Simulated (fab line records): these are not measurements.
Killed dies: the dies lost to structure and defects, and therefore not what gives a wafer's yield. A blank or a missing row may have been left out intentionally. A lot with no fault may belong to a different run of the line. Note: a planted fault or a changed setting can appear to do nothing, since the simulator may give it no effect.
What tool caused it? / flow berkeley_cmos170 / at 1 step of a route of 331, 7 lots with 21 wafers sampled

== WHAT THE GAUGES READ, wafer by wafer ==
UCB170_NVT_OVL_MEAS_06.
lot=L532; measured=day 5 20:17; on=overlay-01; NVT_OVL (nm)=3 7 5
lot=L535; measured=day 6 09:01; on=overlay-01; NVT_OVL (nm)=0 1 -3
lot=L542; measured=day 7 21:08; on=overlay-01; NVT_OVL (nm)=3 3 3
lot=L545; measured=day 8 08:11; on=overlay-02; NVT_OVL (nm)=0 1 1
lot=L548; measured=day 9 06:41; on=overlay-01; NVT_OVL (nm)=0 -7 -11
lot=L549; measured=day 9 13:23; on=overlay-01; NVT_OVL (nm)=-2 3 -6
lot=L552; measured=day 10 12:11; on=overlay-01; NVT_OVL (nm)=-9 -6 -9

== EACH LOT AND THE TOOL THAT RAN IT (in order: tool; ch and the chambers of the sampled wafers; start) ==
Record: no process step prior to these readings.

== THE ANSWER, worked out from the rows above alone ==
Rule: what is usual is taken from the lots themselves. Put in order of their means at a reading, lots are off if they are a third of the lots or fewer, leave a main group of 4 or more, and stand apart from it by a gap of 3 or more times the standard deviation of the main group's means; of several such gaps the widest counts. A main group whose means are all the same, to the digits that the tables above print for the reading, isn't used. Also off: a lot with no number at a reading for which 4 or more lots have one. The other lots that the step has rows for count as sound.
Across all readings shown, no lot is off: no conclusion can be drawn from this.

== WHAT HAD BEEN PUT IN BY THE SIMULATOR ==
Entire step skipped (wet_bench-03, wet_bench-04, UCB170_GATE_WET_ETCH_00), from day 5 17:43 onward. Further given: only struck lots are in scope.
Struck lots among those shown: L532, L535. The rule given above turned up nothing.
